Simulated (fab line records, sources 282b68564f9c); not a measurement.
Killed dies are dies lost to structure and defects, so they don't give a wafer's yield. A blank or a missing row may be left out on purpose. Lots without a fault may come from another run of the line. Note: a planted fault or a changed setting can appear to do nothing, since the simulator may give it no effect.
Split-lot trial :: flow rit cmos :: route with 202 steps; 5 lots, 23 wafers read

## THE SPLIT
At RIT_NSD_IMPLANT_08, the setting dose cm2 was moved away from the recipe's 1e+15 on 10 of the 23 wafers read, by -5.0% to +5.9%. This setting was run at the recipe's value on the other wafers.

## FROM THE SPLIT TO THE READING: what the file shows between them, 4 steps
- RIT_PSD_IMPLANT_08 (also split here: energy kev)
- RIT_SDANNEAL_CLEAN_02: cleans in SC2, time 600 s (also split here: time s)
- RIT_SDANNEAL_RTA_03: time 5 s
- RIT_SDANNEAL_RS_MEAS_04: measures by four-point-probe

## THE READING
At RIT_SDANNEAL_RS_MEAS_05, a four-point-probe measurement gives NSD_RS in ohm/sq. A value of 84.36 ohm/sq with a standard deviation of 0.21 ohm/sq is what fault-free wafers of this fab line usually give.

wafer: L078.1
tool, chamber at the split: implanter-04, 0
dose cm2 as run: 1e+15
against the recipe: recipe
NSD_RS, ohm/sq: 84.46
against lot-mates on the recipe: -

wafer: L078.2
tool, chamber at the split: implanter-04, 0
dose cm2 as run: 1.059e+15
against the recipe: +5.9%
NSD_RS, ohm/sq: 80.47
against lot-mates on the recipe: -3.78

wafer: L078.3
tool, chamber at the split: implanter-04, 0
dose cm2 as run: 1e+15
against the recipe: recipe
NSD_RS, ohm/sq: 84.24
against lot-mates on the recipe: -

wafer: L078.4
tool, chamber at the split: implanter-04, 0
dose cm2 as run: 1e+15
against the recipe: recipe
NSD_RS, ohm/sq: 84.05
against lot-mates on the recipe: -

wafer: L078.5
tool, chamber at the split: implanter-04, 0
dose cm2 as run: 1.059e+15
against the recipe: +5.9%
NSD_RS, ohm/sq: 80.34
against lot-mates on the recipe: -3.91

wafer: L079.1
tool, chamber at the split: implanter-04, 0
dose cm2 as run: 1e+15
against the recipe: recipe
NSD_RS, ohm/sq: 84.59
against lot-mates on the recipe: -

wafer: L079.2
tool, chamber at the split: implanter-04, 0
dose cm2 as run: 9.502e+14
against the recipe: -5.0%
NSD_RS, ohm/sq: 87.90
against lot-mates on the recipe: +3.36

wafer: L079.3
tool, chamber at the split: implanter-04, 0
dose cm2 as run: 1e+15
against the recipe: recipe
NSD_RS, ohm/sq: 84.49
against lot-mates on the recipe: -

wafer: L079.5
tool, chamber at the split: implanter-04, 0
dose cm2 as run: 9.502e+14
against the recipe: -5.0%
NSD_RS, ohm/sq: 87.61
against lot-mates on the recipe: +3.07

wafer: L079.6
tool, chamber at the split: implanter-04, 0
dose cm2 as run: 9.502e+14
against the recipe: -5.0%
NSD_RS, ohm/sq: 87.75
against lot-mates on the recipe: +3.21

wafer: L081.3
tool, chamber at the split: implanter-02, 0
dose cm2 as run: 1e+15
against the recipe: recipe
NSD_RS, ohm/sq: 84.44
against lot-mates on the recipe: -

wafer: L081.4
tool, chamber at the split: implanter-02, 0
dose cm2 as run: 1e+15
against the recipe: recipe
NSD_RS, ohm/sq: 84.15
against lot-mates on the recipe: -

wafer: L081.6
tool, chamber at the split: implanter-02, 0
dose cm2 as run: 1e+15
against the recipe: recipe
NSD_RS, ohm/sq: 84.28
against lot-mates on the recipe: -

wafer: L082.1
tool, chamber at the split: implanter-02, 0
dose cm2 as run: 1e+15
against the recipe: recipe
NSD_RS, ohm/sq: 83.93
against lot-mates on the recipe: -

wafer: L082.3
tool, chamber at the split: implanter-02, 0
dose cm2 as run: 1.042e+15
against the recipe: +4.2%
NSD_RS, ohm/sq: 81.64
against lot-mates on the recipe: -2.47

wafer: L082.4
tool, chamber at the split: implanter-02, 0
dose cm2 as run: 1e+15
against the recipe: recipe
NSD_RS, ohm/sq: 84.17
against lot-mates on the recipe: -

wafer: L082.5
tool, chamber at the split: implanter-02, 0
dose cm2 as run: 1e+15
against the recipe: recipe
NSD_RS, ohm/sq: 84.24
against lot-mates on the recipe: -

wafer: L082.6
tool, chamber at the split: implanter-02, 0
dose cm2 as run: 1.042e+15
against the recipe: +4.2%
NSD_RS, ohm/sq: 81.63
against lot-mates on the recipe: -2.48

wafer: L084.1
tool, chamber at the split: implanter-01, 0
dose cm2 as run: 1.036e+15
against the recipe: +3.6%
NSD_RS, ohm/sq: 82.05
against lot-mates on the recipe: -2.25

wafer: L084.2
tool, chamber at the split: implanter-01, 0
dose cm2 as run: 1e+15
against the recipe: recipe
NSD_RS, ohm/sq: 84.23
against lot-mates on the recipe: -

wafer: L084.3
tool, chamber at the split: implanter-01, 0
dose cm2 as run: 1.036e+15
against the recipe: +3.6%
NSD_RS, ohm/sq: 82.39
against lot-mates on the recipe: -1.91

wafer: L084.5
tool, chamber at the split: implanter-01, 0
dose cm2 as run: 1e+15
against the recipe: recipe
NSD_RS, ohm/sq: 84.36
against lot-mates on the recipe: -

wafer: L084.6
tool, chamber at the split: implanter-01, 0
dose cm2 as run: 1.036e+15
against the recipe: +3.6%
NSD_RS, ohm/sq: 82.15
against lot-mates on the recipe: -2.14

FIT RESULTS
A straight line over all 23 wafers: NSD_RS changes by -0.658 ohm/sq for each +1% of dose cm2; r = -1.00; the points scatter about the line by 0.19 ohm/sq.
The same after taking each lot's own level away (the mean of its wafers on the recipe; 23 wafers): -0.63 ohm/sq for each +1%; r = -1.00; scatter 0.15 ohm/sq.
Per that fit: largest dose cm2 move, reading shift of 3.7 ohm/sq.
The lots' own levels span 84.113 to 84.540 ohm/sq, that is 2.0 times the standard deviation above.
Consequently the slope shifts little with the lot-to-lot level, the two slopes agreeing.
Check: -3.66 ohm/sq against its lot-mates is what the line predicts for one of the wafers moved furthest among these (+5.9%) when that wafer is left out of the fit. It came out at -3.78 ohm/sq against them.

## OTHER SPLITS APPLIED TO THESE WAFERS
Before the reading, these wafers also passed through other splits. Each is held against what the fit with the lots' levels taken away leaves over:
other split on the same wafers: RIT_NLDD_SOFTBAKE_02 temp c
wafers away from the commonest value: 5
r with NSD_RS (lot level and that fit taken away): -0.20

other split on the same wafers: RIT_PLDD_COAT_01 resist thk nm
wafers away from the commonest value: 6
r with NSD_RS (lot level and that fit taken away): -0.36

other split on the same wafers: RIT_SPACER_ETCHBACK_05 time s
wafers away from the commonest value: 4
r with NSD_RS (lot level and that fit taken away): -0.41

other split on the same wafers: RIT_PSD_IMPLANT_08 energy kev
wafers away from the commonest value: 8
r with NSD_RS (lot level and that fit taken away): +0.17

other split on the same wafers: RIT_SDANNEAL_CLEAN_02 time s
wafers away from the commonest value: 15
r with NSD_RS (lot level and that fit taken away): -0.08

## THE FILE'S OWN FIT
NSD_RS changes by -0.629 ohm/sq for each +1% of dose cm2, r = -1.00.
